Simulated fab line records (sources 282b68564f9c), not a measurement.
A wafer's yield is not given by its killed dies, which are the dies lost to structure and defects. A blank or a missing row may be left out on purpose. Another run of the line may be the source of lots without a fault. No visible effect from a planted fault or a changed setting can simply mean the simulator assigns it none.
fab line records / flow ritCmos
record lots=14 wafers=42 lastDay=7
route steps=202 shown NWELL@36
lots with no fault: from the same line, run without faults
startH: hours from the record's opening day to when the first of the lot's shown wafers began / waitH: how many hours have passed since the lot's step before this one / " as in the row above / L1.1+2: a single row standing in for several wafers / - value missing, or start not given / * or withheld: withheld / < > ~ a bound
route shown NAME@n: a module of which the file shows steps, and the number in the route of the first / usual: mean/standard deviation of fault-free wafers / same: alike in all rows / chamber/n: place in a boat / sites: readings site by site / _std_site: standard deviation of those values / _edge_site: the outer-site mean with the inner-site mean subtracted / radiusMm: how far each site lies from the wafer's centre / mask NAME#n: copy n / behind: the most recent tool/chamber to have shaped the wafer / hold: cause of the lot's hold/its duration in hours/its outcome / device: whichever transistor did not switch (one of n, p or np) / end of line: the route-end tests of the same wafers / where a step has no rows: the recipe by itself / killed: dies lost to structure and defects at the first sort, not the wafer's yield / map: a wafer's dies, marking killed ones x, the rest . and places with no die _
set.NAME: the setting as run; set.NAME@STEP: as run at that earlier step / model.NAME: the simulator's own value behind a step, which no gauge read
a sample of lots followed through the steps of the route, with each step as a table and each wafer as a row
services: the hour from which a tool's chamber was out of use, counted from the record's first day as startH (under 0 if before that day), plus the number of hours and why
## steps
# step RIT_NWELL_IMPLANT_08
# recipe species=P energyKev=170 doseCm2=5e+13 tiltDeg=7
# usual beamOnS=10.00/0.22 endStationPressureTorr=5.13e-06/2.7e-07 faradayCurrentUA=159/3.5
lot.wafer=L735.1 tool=implanter-02 chamber=0 startH=22.15 waitH=0.2 beamOnS=10.10 endStationPressureTorr=4.93e-06 faradayCurrentUA=157
lot.wafer=L735.2 tool=implanter-02 chamber=0 startH=22.15 waitH=0.2 beamOnS=10.39 endStationPressureTorr=5e-06 faradayCurrentUA=153
lot.wafer=L735.5 tool=implanter-02 chamber=0 startH=22.15 waitH=0.2 beamOnS=9.83 endStationPressureTorr=5.12e-06 faradayCurrentUA=161
lot.wafer=L736.2 tool=implanter-04 chamber=0 startH=26.86 waitH=0.2 beamOnS=10.19 endStationPressureTorr=5.56e-06 faradayCurrentUA=155
lot.wafer=L736.3 tool=implanter-04 chamber=0 startH=26.86 waitH=0.2 beamOnS=9.86 endStationPressureTorr=4.83e-06 faradayCurrentUA=160
lot.wafer=L736.5 tool=implanter-04 chamber=0 startH=26.86 waitH=0.2 beamOnS=9.90 endStationPressureTorr=5.11e-06 faradayCurrentUA=160
lot.wafer=L737.1 tool=implanter-03 chamber=0 startH=31.47 waitH=0.2 beamOnS=10.38 endStationPressureTorr=5.16e-06 faradayCurrentUA=153
lot.wafer=L737.3 tool=implanter-03 chamber=0 startH=31.47 waitH=0.2 beamOnS=9.94 endStationPressureTorr=5.39e-06 faradayCurrentUA=160
lot.wafer=L737.5 tool=implanter-03 chamber=0 startH=31.47 waitH=0.2 beamOnS=10.09 endStationPressureTorr=5.17e-06 faradayCurrentUA=156
lot.wafer=L739.1 tool=implanter-02 chamber=0 startH=42.11 waitH=0.2 beamOnS=10.19 endStationPressureTorr=5.16e-06 faradayCurrentUA=156
lot.wafer=L739.3 tool=implanter-02 chamber=0 startH=42.11 waitH=0.2 beamOnS=10.41 endStationPressureTorr=5.15e-06 faradayCurrentUA=153
lot.wafer=L739.4 tool=implanter-02 chamber=0 startH=42.11 waitH=0.2 beamOnS=9.58 endStationPressureTorr=5e-06 faradayCurrentUA=165
lot.wafer=L740.1 tool=implanter-02 chamber=0 startH=47.00 waitH=0.2 beamOnS=10.24 endStationPressureTorr=5.22e-06 faradayCurrentUA=155
lot.wafer=L740.4 tool=implanter-02 chamber=0 startH=47.00 waitH=0.2 beamOnS=9.87 endStationPressureTorr=5.38e-06 faradayCurrentUA=161
lot.wafer=L740.6 tool=implanter-02 chamber=0 startH=47.00 waitH=0.2 beamOnS=10.67 endStationPressureTorr=5.18e-06 faradayCurrentUA=148
lot.wafer=L743.2 tool=implanter-03 chamber=0 startH=60.57 waitH=0.2 beamOnS=9.71 endStationPressureTorr=4.85e-06 faradayCurrentUA=163
lot.wafer=L743.5 tool=implanter-03 chamber=0 startH=60.57 waitH=0.2 beamOnS=10.09 endStationPressureTorr=5.4e-06 faradayCurrentUA=157
lot.wafer=L743.6 tool=implanter-03 chamber=0 startH=60.57 waitH=0.2 beamOnS=10.00 endStationPressureTorr=4.47e-06 faradayCurrentUA=159
lot.wafer=L744.1 tool=implanter-02 chamber=0 startH=67.17 waitH=0.2 beamOnS=11.35 endStationPressureTorr=4.416e-05 faradayCurrentUA=141
lot.wafer=L744.4 tool=implanter-02 chamber=0 startH=67.17 waitH=0.2 beamOnS=10.92 endStationPressureTorr=4.972e-05 faradayCurrentUA=147
lot.wafer=L744.5 tool=implanter-02 chamber=0 startH=67.17 waitH=0.2 beamOnS=11.13 endStationPressureTorr=5.102e-05 faradayCurrentUA=144
lot.wafer=L745.1 tool=implanter-02 chamber=0 startH=70.91 waitH=0.2 beamOnS=10.76 endStationPressureTorr=4.584e-05 faradayCurrentUA=149
lot.wafer=L745.3 tool=implanter-02 chamber=0 startH=70.91 waitH=0.2 beamOnS=10.94 endStationPressureTorr=5.364e-05 faradayCurrentUA=146
lot.wafer=L745.5 tool=implanter-02 chamber=0 startH=70.91 waitH=0.2 beamOnS=11.14 endStationPressureTorr=4.766e-05 faradayCurrentUA=144
lot.wafer=L748.2 tool=implanter-03 chamber=0 startH=85.60 waitH=0.2 beamOnS=9.92 endStationPressureTorr=4.49e-06 faradayCurrentUA=160
lot.wafer=L748.3 tool=implanter-03 chamber=0 startH=85.60 waitH=0.2 beamOnS=10.51 endStationPressureTorr=5.47e-06 faradayCurrentUA=150
lot.wafer=L748.5 tool=implanter-03 chamber=0 startH=85.60 waitH=0.2 beamOnS=10.11 endStationPressureTorr=5.41e-06 faradayCurrentUA=157
lot.wafer=L753.2 tool=implanter-03 chamber=0 startH=110.45 waitH=0.2 beamOnS=10.44 endStationPressureTorr=5.38e-06 faradayCurrentUA=152
lot.wafer=L753.3 tool=implanter-03 chamber=0 startH=110.45 waitH=0.2 beamOnS=9.93 endStationPressureTorr=5.17e-06 faradayCurrentUA=160
lot.wafer=L753.4 tool=implanter-03 chamber=0 startH=110.45 waitH=0.2 beamOnS=9.67 endStationPressureTorr=5.32e-06 faradayCurrentUA=163
lot.wafer=L754.1 tool=implanter-04 chamber=0 startH=115.62 waitH=0.2 beamOnS=9.97 endStationPressureTorr=5.4e-06 faradayCurrentUA=160
lot.wafer=L754.2 tool=implanter-04 chamber=0 startH=115.62 waitH=0.2 beamOnS=10.21 endStationPressureTorr=5.03e-06 faradayCurrentUA=156
lot.wafer=L754.5 tool=implanter-04 chamber=0 startH=115.62 waitH=0.2 beamOnS=10.23 endStationPressureTorr=5.56e-06 faradayCurrentUA=155
lot.wafer=L755.2 tool=implanter-03 chamber=0 startH=121.28 waitH=0.2 beamOnS=10.21 endStationPressureTorr=5.13e-06 faradayCurrentUA=156
lot.wafer=L755.3 tool=implanter-03 chamber=0 startH=121.28 waitH=0.2 beamOnS=10.27 endStationPressureTorr=5.05e-06 faradayCurrentUA=154
lot.wafer=L755.4 tool=implanter-03 chamber=0 startH=121.28 waitH=0.2 beamOnS=9.88 endStationPressureTorr=5.16e-06 faradayCurrentUA=160
lot.wafer=L756.2 tool=implanter-03 chamber=0 startH=125.63 waitH=0.2 beamOnS=9.67 endStationPressureTorr=5.12e-06 faradayCurrentUA=164
lot.wafer=L756.3 tool=implanter-03 chamber=0 startH=125.63 waitH=0.2 beamOnS=10.18 endStationPressureTorr=5.24e-06 faradayCurrentUA=156
lot.wafer=L756.4 tool=implanter-03 chamber=0 startH=125.63 waitH=0.2 beamOnS=9.87 endStationPressureTorr=4.78e-06 faradayCurrentUA=161
lot.wafer=L757.1 tool=implanter-03 chamber=0 startH=130.62 waitH=0.2 beamOnS=9.93 endStationPressureTorr=5.19e-06 faradayCurrentUA=160
lot.wafer=L757.3 tool=implanter-03 chamber=0 startH=130.62 waitH=0.2 beamOnS=10.06 endStationPressureTorr=4.99e-06 faradayCurrentUA=158
lot.wafer=L757.5 tool=implanter-03 chamber=0 startH=130.62 waitH=0.2 beamOnS=10.22 endStationPressureTorr=5.39e-06 faradayCurrentUA=156
# step RIT_NWELL_TW_MEAS_10
# usual NWELL_TW=2139/14
lot.wafer=L735.1 tool=filmMetro-03 chamber=- startH=22.48 waitH=0.1 NWELL_TW=2137
lot.wafer=L735.2 tool=filmMetro-03 chamber=- startH=22.48 waitH=0.1 NWELL_TW=2129
lot.wafer=L735.5 tool=filmMetro-03 chamber=- startH=22.48 waitH=0.1 NWELL_TW=2138
lot.wafer=L736.2 tool=filmMetro-03 chamber=- startH=27.17 waitH=0.1 NWELL_TW=2128
lot.wafer=L736.3 tool=filmMetro-03 chamber=- startH=27.17 waitH=0.1 NWELL_TW=2128
lot.wafer=L736.5 tool=filmMetro-03 chamber=- startH=27.17 waitH=0.1 NWELL_TW=2135
lot.wafer=L737.1 tool=filmMetro-04 chamber=- startH=31.80 waitH=0.1 NWELL_TW=2150
lot.wafer=L737.3 tool=filmMetro-04 chamber=- startH=31.80 waitH=0.1 NWELL_TW=2157
lot.wafer=L737.5 tool=filmMetro-04 chamber=- startH=31.80 waitH=0.1 NWELL_TW=2139
lot.wafer=L739.1 tool=filmMetro-03 chamber=- startH=42.44 waitH=0.1 NWELL_TW=2141
lot.wafer=L739.3 tool=filmMetro-03 chamber=- startH=42.44 waitH=0.1 NWELL_TW=2131
lot.wafer=L739.4 tool=filmMetro-03 chamber=- startH=42.44 waitH=0.1 NWELL_TW=2138
lot.wafer=L740.1 tool=filmMetro-04 chamber=- startH=47.32 waitH=0.1 NWELL_TW=2152
lot.wafer=L740.4 tool=filmMetro-04 chamber=- startH=47.32 waitH=0.1 NWELL_TW=2168
lot.wafer=L740.6 tool=filmMetro-04 chamber=- startH=47.32 waitH=0.1 NWELL_TW=2150
lot.wafer=L743.2 tool=filmMetro-03 chamber=- startH=60.88 waitH=0.1 NWELL_TW=2129
lot.wafer=L743.5 tool=filmMetro-03 chamber=- startH=60.88 waitH=0.1 NWELL_TW=2144
lot.wafer=L743.6 tool=filmMetro-03 chamber=- startH=60.88 waitH=0.1 NWELL_TW=2127
lot.wafer=L744.1 tool=filmMetro-02 chamber=- startH=67.49 waitH=0.1 NWELL_TW=2200
lot.wafer=L744.4 tool=filmMetro-02 chamber=- startH=67.49 waitH=0.1 NWELL_TW=2188
lot.wafer=L744.5 tool=filmMetro-02 chamber=- startH=67.49 waitH=0.1 NWELL_TW=2207
lot.wafer=L745.1 tool=filmMetro-04 chamber=- startH=71.26 waitH=0.1 NWELL_TW=2234
lot.wafer=L745.3 tool=filmMetro-04 chamber=- startH=71.26 waitH=0.1 NWELL_TW=2233
lot.wafer=L745.5 tool=filmMetro-04 chamber=- startH=71.26 waitH=0.1 NWELL_TW=2231
lot.wafer=L748.2 tool=filmMetro-04 chamber=- startH=85.91 waitH=0.1 NWELL_TW=2132
lot.wafer=L748.3 tool=filmMetro-04 chamber=- startH=85.91 waitH=0.1 NWELL_TW=2140
lot.wafer=L748.5 tool=filmMetro-04 chamber=- startH=85.91 waitH=0.1 NWELL_TW=2139
lot.wafer=L753.2 tool=filmMetro-04 chamber=- startH=110.76 waitH=0.1 NWELL_TW=2160
lot.wafer=L753.3 tool=filmMetro-04 chamber=- startH=110.76 waitH=0.1 NWELL_TW=2154
lot.wafer=L753.4 tool=filmMetro-04 chamber=- startH=110.76 waitH=0.1 NWELL_TW=2147
lot.wafer=L754.1 tool=filmMetro-04 chamber=- startH=115.94 waitH=0.1 NWELL_TW=2156
lot.wafer=L754.2 tool=filmMetro-04 chamber=- startH=115.94 waitH=0.1 NWELL_TW=2163
lot.wafer=L754.5 tool=filmMetro-04 chamber=- startH=115.94 waitH=0.1 NWELL_TW=2161
lot.wafer=L755.2 tool=filmMetro-02 chamber=- startH=121.59 waitH=0.1 NWELL_TW=2141
lot.wafer=L755.3 tool=filmMetro-02 chamber=- startH=121.59 waitH=0.1 NWELL_TW=2132
lot.wafer=L755.4 tool=filmMetro-02 chamber=- startH=121.59 waitH=0.1 NWELL_TW=2132
lot.wafer=L756.2 tool=filmMetro-03 chamber=- startH=125.94 waitH=0.1 NWELL_TW=2123
lot.wafer=L756.3 tool=filmMetro-03 chamber=- startH=125.94 waitH=0.1 NWELL_TW=2122
lot.wafer=L756.4 tool=filmMetro-03 chamber=- startH=125.94 waitH=0.1 NWELL_TW=2128
lot.wafer=L757.1 tool=filmMetro-04 chamber=- startH=130.95 waitH=0.1 NWELL_TW=2149
lot.wafer=L757.3 tool=filmMetro-04 chamber=- startH=130.95 waitH=0.1 NWELL_TW=2159
lot.wafer=L757.5 tool=filmMetro-04 chamber=- startH=130.95 waitH=0.1 NWELL_TW=2147
# step RIT_WELLDRIVE_RS_MEAS_01
# recipe thkMeasGauge=four-point-probe
# usual NWELL_RS=275.3/0.82
lot.wafer=L735.1 tool=filmMetro-03 chamber=- startH=29.62 waitH=0.0 NWELL_RS[ohm/sq]=275.4
lot.wafer=L735.2 tool=filmMetro-03 chamber=- startH=29.62 waitH=0.0 NWELL_RS[ohm/sq]=274.8
lot.wafer=L735.5 tool=filmMetro-03 chamber=- startH=29.62 waitH=0.0 NWELL_RS[ohm/sq]=274.2
lot.wafer=L736.2 tool=filmMetro-04 chamber=- startH=34.33 waitH=0.0 NWELL_RS[ohm/sq]=275.6
lot.wafer=L736.3 tool=filmMetro-04 chamber=- startH=34.33 waitH=0.0 NWELL_RS[ohm/sq]=275.2
lot.wafer=L736.5 tool=filmMetro-04 chamber=- startH=34.33 waitH=0.0 NWELL_RS[ohm/sq]=275.5
lot.wafer=L737.1 tool=filmMetro-02 chamber=- startH=38.82 waitH=0.0 NWELL_RS[ohm/sq]=275.2
lot.wafer=L737.3 tool=filmMetro-02 chamber=- startH=38.82 waitH=0.0 NWELL_RS[ohm/sq]=275.5
lot.wafer=L737.5 tool=filmMetro-02 chamber=- startH=38.82 waitH=0.0 NWELL_RS[ohm/sq]=275.5
lot.wafer=L739.1 tool=filmMetro-02 chamber=- startH=49.25 waitH=0.0 NWELL_RS[ohm/sq]=275.7
lot.wafer=L739.3 tool=filmMetro-02 chamber=- startH=49.25 waitH=0.0 NWELL_RS[ohm/sq]=276.4
lot.wafer=L739.4 tool=filmMetro-02 chamber=- startH=49.25 waitH=0.0 NWELL_RS[ohm/sq]=275.1
lot.wafer=L740.1 tool=filmMetro-03 chamber=- startH=54.14 waitH=0.0 NWELL_RS[ohm/sq]=273.4
lot.wafer=L740.4 tool=filmMetro-03 chamber=- startH=54.14 waitH=0.0 NWELL_RS[ohm/sq]=273.4
lot.wafer=L740.6 tool=filmMetro-03 chamber=- startH=54.14 waitH=0.0 NWELL_RS[ohm/sq]=273.4
lot.wafer=L743.2 tool=filmMetro-02 chamber=- startH=67.79 waitH=0.0 NWELL_RS[ohm/sq]=275.7
lot.wafer=L743.5 tool=filmMetro-02 chamber=- startH=67.79 waitH=0.0 NWELL_RS[ohm/sq]=274.8
lot.wafer=L743.6 tool=filmMetro-02 chamber=- startH=67.79 waitH=0.0 NWELL_RS[ohm/sq]=275.4
lot.wafer=L744.1 tool=filmMetro-03 chamber=- startH=74.63 waitH=0.0 NWELL_RS[ohm/sq]=259.3
lot.wafer=L744.4 tool=filmMetro-03 chamber=- startH=74.63 waitH=0.0 NWELL_RS[ohm/sq]=259.4
lot.wafer=L744.5 tool=filmMetro-03 chamber=- startH=74.63 waitH=0.0 NWELL_RS[ohm/sq]=259.8
lot.wafer=L745.1 tool=filmMetro-02 chamber=- startH=77.95 waitH=0.0 NWELL_RS[ohm/sq]=257.8
lot.wafer=L745.3 tool=filmMetro-02 chamber=- startH=77.95 waitH=0.0 NWELL_RS[ohm/sq]=258.9
lot.wafer=L745.5 tool=filmMetro-02 chamber=- startH=77.95 waitH=0.0 NWELL_RS[ohm/sq]=258.6
lot.wafer=L748.2 tool=filmMetro-03 chamber=- startH=92.79 waitH=0.0 NWELL_RS[ohm/sq]=276.6
lot.wafer=L748.3 tool=filmMetro-03 chamber=- startH=92.79 waitH=0.0 NWELL_RS[ohm/sq]=276.4
lot.wafer=L748.5 tool=filmMetro-03 chamber=- startH=92.79 waitH=0.0 NWELL_RS[ohm/sq]=276.7
lot.wafer=L753.2 tool=filmMetro-04 chamber=- startH=117.78 waitH=0.0 NWELL_RS[ohm/sq]=274.9
lot.wafer=L753.3 tool=filmMetro-04 chamber=- startH=117.78 waitH=0.0 NWELL_RS[ohm/sq]=275.2
lot.wafer=L753.4 tool=filmMetro-04 chamber=- startH=117.78 waitH=0.0 NWELL_RS[ohm/sq]=274.2
lot.wafer=L754.1 tool=filmMetro-02 chamber=- startH=122.76 waitH=0.0 NWELL_RS[ohm/sq]=274.4
lot.wafer=L754.2 tool=filmMetro-02 chamber=- startH=122.76 waitH=0.0 NWELL_RS[ohm/sq]=273.4
lot.wafer=L754.5 tool=filmMetro-02 chamber=- startH=122.76 waitH=0.0 NWELL_RS[ohm/sq]=274.2
lot.wafer=L755.2 tool=filmMetro-04 chamber=- startH=128.41 waitH=0.0 NWELL_RS[ohm/sq]=274.3
lot.wafer=L755.3 tool=filmMetro-04 chamber=- startH=128.41 waitH=0.0 NWELL_RS[ohm/sq]=275.5
lot.wafer=L755.4 tool=filmMetro-04 chamber=- startH=128.41 waitH=0.0 NWELL_RS[ohm/sq]=275.4
lot.wafer=L756.2 tool=filmMetro-02 chamber=- startH=133.23 waitH=0.0 NWELL_RS[ohm/sq]=275.2
lot.wafer=L756.3 tool=filmMetro-02 chamber=- startH=133.23 waitH=0.0 NWELL_RS[ohm/sq]=275.8
lot.wafer=L756.4 tool=filmMetro-02 chamber=- startH=133.23 waitH=0.0 NWELL_RS[ohm/sq]=276.2
lot.wafer=L757.1 tool=filmMetro-03 chamber=- startH=138.29 waitH=0.0 NWELL_RS[ohm/sq]=275.9
lot.wafer=L757.3 tool=filmMetro-03 chamber=- startH=138.29 waitH=0.0 NWELL_RS[ohm/sq]=276.6
lot.wafer=L757.5 tool=filmMetro-03 chamber=- startH=138.29 waitH=0.0 NWELL_RS[ohm/sq]=276.1
## services
tool=implanter-04 chamber=- startH=21.46 hours=3.3 kind=pm
tool=implanter-03 chamber=- startH=24.05 hours=3.6 kind=repair
tool=implanter-02 chamber=- startH=24.44 hours=4.0 kind=repair
tool=implanter-04 chamber=- startH=102.91 hours=4.7 kind=pm
## key
firstSign step=RIT_NWELL_IMPLANT_08 reading=endStationPressureTorr direction=up sigmas=99+ usual=5.13e-06 struck=4.867e-05
effect step=RIT_NWELL_IMPLANT_08 reading=beamOnS direction=up sigmas=4.6 usual=10.00 struck=11.04
effect step=RIT_NWELL_TW_MEAS_10 reading=NWELL_TW direction=up sigmas=5.4 usual=2139 struck=2215
effect step=RIT_WELLDRIVE_RS_MEAS_01 reading=NWELL_RS direction=down sigmas=20 usual=275.3 struck=259.0
metAt RIT_NWELL_IMPLANT_08
struckLots L744,L745
testerLeftOut L744,L745
onsetBetween 47.00 67.17
fault kind=processParameterDrift tool=implanter-02 chamber=- onsetH=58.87 steps=RIT_NWELL_IMPLANT_08 channel=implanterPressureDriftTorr offset=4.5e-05 shape=step endH=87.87
fault kind=processParameterDrift tool=implanter-02 chamber=- onsetH=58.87 steps=RIT_NWELL_IMPLANT_08 channel=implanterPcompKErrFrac offset=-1 shape=step endH=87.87
# testerLeftOut: of these lots the tester's yield and bins aren't shown, on N5 and GAA mostly nor the transistor test; their killed dies are dies lost to structure and defects alone, not to doping, threshold or leakage, so they don't give the yield
